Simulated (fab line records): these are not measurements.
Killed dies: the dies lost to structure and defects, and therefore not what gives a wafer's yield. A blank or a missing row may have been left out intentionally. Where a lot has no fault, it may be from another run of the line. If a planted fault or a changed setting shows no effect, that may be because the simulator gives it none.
Struck lot and sound lot, side by side -- flow rit-cmos -- 14 steps out of a route of 202
Sound: wafers L857.1, L857.2, L857.3. Struck: wafers L858.2, L858.3, L858.6. At the end, the cause is stated.
For every step that has rows: the tool of each side, followed by ch and its chambers, followed by its first start. Under that, the readings that differ: sound wafers -- struck wafers -- difference of the means -- sigmas: that difference in standard deviations of wafers without a fault.
alike: same words and numbers on both sides, and readings whose means sit less than 2 such deviations apart. not compared: any withheld reading, any reading some wafer has no value for, any bound like >300 that may hide the same value, and any number with overlapping values for which the record gives no deviation.
A row with sigmas, a row that says differs or no value, or rows on one side alone: a step with any of these is where the two part. Non-overlapping numbers with no deviation appear without sigmas and do not part them. A reading missing from all wafers of one side parts the sides only when that side holds two or more wafers.

first, 2 steps without rows for these wafers: RIT_NWELL_PEB_04; RIT_NWELL_DEVELOP_05 (develop time 68 s).
RIT_NWELL_OVL_MEAS_06:
  sound: overlay-02 at day 2 07:37; struck: overlay-01 at day 2 14:07
  alike: NWELL_OVL
then, 2 steps without rows for these wafers: RIT_NWELL_HARDBAKE_07 (time 120 s); RIT_NWELL_IMPLANT_08.
RIT_NWELL_STRIP_09: strips in O2, time 180 s.
  sound on plasma-asher-03 ch 0,1, day 2 08:08; struck on plasma-asher-04 ch 0,1, day 2 14:34
reading,sound,struck,difference,sigmas
drypump-motor-current-A (A),6.7 6.4 6.7,5.4 5.4 4.9,-1.4,-2
  alike: rf-refl-power-W
  not compared: rf-hours-counter-h
RIT_NWELL_TW_MEAS_10:
  sound: film-metro-01 at day 2 08:19; struck: film-metro-03 at day 2 14:44
  alike: NWELL_TW
then, 5 steps without rows for these wafers: RIT_PWELL_HMDS_00 (prime time 60 s); RIT_PWELL_COAT_01 (resist thk 1300 nm); RIT_PWELL_SOFTBAKE_02 (time 60 s); RIT_PWELL_EXPOSE_03 (exposes mask M3, target cd 43700 nm); RIT_PWELL_PEB_04.
RIT_PWELL_DEVELOP_05: develop time 68 s.
  sound on litho-track-03 ch 0, day 2 09:00; struck on litho-track-04, day 2 15:00
  no value came back on the struck wafers for chill-plate-temp-C (C), develop-time-s (s); on the sound wafers chill-plate-temp-C (C) reads 22.98 22.88 23.06
RIT_PWELL_OVL_MEAS_06:
  sound: overlay-01 at day 2 09:15; struck: overlay-02 at day 2 15:48
reading,sound,struck,difference,sigmas
PWELL_OVL (nm),0.6 1.4 -0.3,- - -,no value on the struck wafers,

WHERE THEY PART
First at RIT_NWELL_STRIP_09; last, within this record, at RIT_PWELL_OVL_MEAS_06.

WHY: the cause the simulator had injected
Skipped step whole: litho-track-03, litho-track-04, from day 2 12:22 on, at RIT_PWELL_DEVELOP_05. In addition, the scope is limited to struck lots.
